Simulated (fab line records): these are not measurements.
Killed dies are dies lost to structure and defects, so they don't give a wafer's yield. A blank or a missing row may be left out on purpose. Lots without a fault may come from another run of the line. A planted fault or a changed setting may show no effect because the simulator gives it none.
Struck lot and sound lot, side by side | flow berkeley cmos170 | 18 out of 331 route steps
Sound: these wafers, L951.1, L951.3, L951.6. Wafers struck: L957.1, L957.3, L957.6. At the end, the cause is stated.
Order at every step that has rows: each side's tool, ch and its chambers, its first start. Under that, the readings that differ: sound wafers | struck wafers | difference of the means | sigmas: that difference in standard deviations of wafers without a fault.
alike: a reading whose means differ by less than 2 such deviations, as well as words and numbers matching on both sides. not compared: withheld readings; readings where some wafer has no value; bounds like >300 that might hide an equal value; numbers whose values overlap and for which the record gives no deviation.
Wherever a step has rows on one side only, a row that says differs or no value, or a row with sigmas, the two part there. Numbers that don't overlap but have no deviation are shown without sigmas and don't part them. A reading missing from all wafers of one side parts the sides only when that side holds two or more wafers.

first, 1 step without rows for these wafers: UCB170_PSD_DEVELOP_05 (develop time 45 s).
UCB170_PSD_CD_MEAS_06 targets a cd of 1200 nm.
  sound on cd sem-02, day 6 22:01; struck on cd sem-02, day 8 13:45
  alike: cd nm
UCB170_PSD_OVL_MEAS_07:
  sound on overlay-02, day 6 22:08; struck on overlay-01, day 8 13:52
  alike: PSD_OVL
next, for these wafers, 1 step has no rows: UCB170_PSD_IMPLANT_08.
UCB170_PSD_STRIP_09: strips in O2.
  sound on plasma asher-02 ch 0,1, day 6 22:19; struck on plasma asher-04 ch 0, day 8 14:03
  alike: drypump motor current A, oes product au, strip time to endpoint s
  not compared: rf hours counter h
UCB170_PSD_TW_MEAS_10:
  sound on film metro-02, day 6 22:25; struck on film metro-01, day 8 14:09
  alike: PSD_TW
then, 6 steps without rows for these wafers: UCB170_PSD_CLEAN_11 (cleans in SPM, time 600 s); UCB170_NSD_HMDS_00 (prime time 60 s); UCB170_NSD_COAT_01 (resist thk 900 nm); UCB170_NSD_SOFTBAKE_02 (time 60 s); UCB170_NSD_EXPOSE_03 (exposes mask NSELECT MOD, target cd 1200 nm); UCB170_NSD_PEB_04.
UCB170_NSD_DEVELOP_05: develop time 45 s.
  sound on litho track-02 ch 0, day 7 00:00; struck on litho track-04 ch 0, day 8 17:00
UCB170_NSD_OVL_MEAS_07:
  sound on overlay-01, day 7 00:36; struck on overlay-01, day 8 17:29
  alike: NSD_OVL
next, for these wafers, 1 step has no rows: UCB170_NSD_IMPLANT_08.
UCB170_NSD_STRIP_09: strips in O2.
  sound on plasma asher-03 ch 0,1, day 7 00:47; struck on plasma asher-04 ch 0,1, day 8 17:40
  alike: drypump motor current A, oes product au, strip time to endpoint s
  not compared: rf hours counter h
UCB170_NSD_TW_MEAS_10:
  sound on film metro-02, day 7 00:53; struck on film metro-03, day 8 17:46
  reading | sound          | struck      | difference | sigmas
  NSD_TW  | 4203 4195 4208 | 301 308 305 | -3897      | -99 or more
then, 1 step without rows for these wafers: UCB170_NSD_CLEAN_11 (cleans in SPM, time 600 s).

== WHERE THEY PART ==
UCB170_NSD_TW_MEAS_10 only, going by this record.

WHY: the cause the simulator had injected
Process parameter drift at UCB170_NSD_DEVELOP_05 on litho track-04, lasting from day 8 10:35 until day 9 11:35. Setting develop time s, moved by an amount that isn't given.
